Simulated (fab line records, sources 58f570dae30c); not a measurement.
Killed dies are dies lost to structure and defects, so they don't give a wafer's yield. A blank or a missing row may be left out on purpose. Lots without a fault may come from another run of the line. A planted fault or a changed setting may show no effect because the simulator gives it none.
Problem report in the 8D (eight disciplines) form, filled by code | flow berkeley_cmos170 | the parts of the form that need people (team, actions taken, sign-off) are left out

1. THE PROBLEM
strip_time_to_endpoint_s at UCB170_V1_STRIP_15 reads a mean of 16.86 s on 3 wafers of 1 lot; wafers without a fault read 15.26 s with a standard deviation of 0.09. That is +18 standard deviations from the usual mean.
The step: strips in O2.
First seen on wafer L138.1, day 10 02:14, on plasma_asher-04. The record holds 39 wafers of 13 lots with a number at this step. Rule for "out", or "out of limits": more than 4 standard deviations from the usual mean. The other wafers with a number count as sound.

2. WHAT IT IS AND WHAT IT IS NOT
question                    | is                       | is not
which readings at this step | strip_time_to_endpoint_s | chamber_pressure_mTorr, drypump_motor_current_A, oes_product_au
which lots                  | L138                     | L129, L130, L131, L132, L133, L134, L144, L146, L147, L148, L150, L152
which wafers of those lots  | all that have a number   | -
read on which tools         | plasma_asher-04          | plasma_asher-02, plasma_asher-03
when                        | from day 10 02:14        | up to then (18 sound wafers); but 18 sound wafers of L144, L146, L147, L148, L150, L152 came after

3. SUSPECTS, AND WHAT RULES EACH OUT
Counting: a tool at a process step up to the reading stays a suspect if it ran every lot that is out and no sound lot after the first of them.
- rtp_anneal-01 at UCB170_CONTACT_RTA_08 (time 10 s): ruled out as a lasting fault. Sound lots L144, L148, L152 ran on it after its first lot that is out, L138 (day 9 16:03).
- rie_diel-03 at UCB170_V1_ETCH_14 (etches SiO2 in CHF3/CF4/Ar, stops on Al, target depth 1250 nm, time 291 s): kept. It ran the lot that is out, L138 (day 10 02:04), and no sound lot after that; its last sound lot up to then is L134 (day 9 02:36).
- plasma_asher-04 at UCB170_V1_STRIP_15 (strips in O2): ruled out as a lasting fault. Sound lots L150 ran on it after its first lot that is out, L138 (day 10 02:14).
Left after counting: rie_diel-03 at UCB170_V1_ETCH_14.

4. THE CAUSE (what the simulator had put in)
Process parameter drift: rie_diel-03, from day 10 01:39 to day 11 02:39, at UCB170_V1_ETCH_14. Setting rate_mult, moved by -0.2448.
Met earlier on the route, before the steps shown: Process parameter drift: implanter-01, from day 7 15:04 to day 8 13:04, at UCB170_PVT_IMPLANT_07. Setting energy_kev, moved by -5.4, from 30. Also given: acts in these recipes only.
Counting left only this tool.

5. THE CHAIN OF EFFECTS, in route order
Each row: a reading whose mean over the struck wafers that have a number lies more than 3 standard deviations from the usual. Only readings for which the record gives a usual standard deviation are gone through. hours: the time from each lot's start at the first step in this table that gives one to its start at this step, as a median over the lots. sigmas: the change in usual standard deviations.
hours | step               | reading                  | usual   | on struck wafers | change | sigmas
0     | UCB170_V1_STRIP_15 | strip_time_to_endpoint_s | 15.26 s | 16.86            | +1.60  | +18
12    | UCB170_M3_PROBE_99 | defect_limited_yield     | 98.8 %  | 3.0              | -95.8  | -99 or more
12    | UCB170_M3_PROBE_99 | killed_at_M0_to_M3       | 0.8     | 253.3            | +252.5 | +99 or more
12    | UCB170_M3_PROBE_99 | killed_dies              | 3.0     | 256.0            | +253.0 | +99 or more
12    | UCB170_M3_PROBE_99 | killed_on_rim            | 0.9     | 63.7             | +62.8  | +68
12    | UCB170_M3_PROBE_99 | sort_bin_5_function      | 0.7 %   | 96.3             | +95.6  | +99 or more
12    | UCB170_M3_PROBE_99 | sort_n_pass              | 261.0   | 8.0              | -253.0 | -99 or more
12    | UCB170_M3_PROBE_99 | sort_yield_pct           | 98.8 %  | 3.0              | -95.8  | -99 or more
The process steps in it:
- UCB170_V1_STRIP_15: strips in O2.
- UCB170_M3_PROBE_99

6. WHAT WOULD HAVE CAUGHT IT SOONER
In this record the first reading out of limits was taken at day 10 02:14, 1 hour after the fault began at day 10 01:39.
Of the tool readings at UCB170_V1_ETCH_14 for which the record gives a usual standard deviation, none was out on any struck wafer, so an alarm limit of 4 standard deviations on them would not have fired.
All the lots that are out (1) had begun UCB170_V1_ETCH_14 on rie_diel-03 by day 10 02:14. A hold on the tool at that time would have spared none of them.
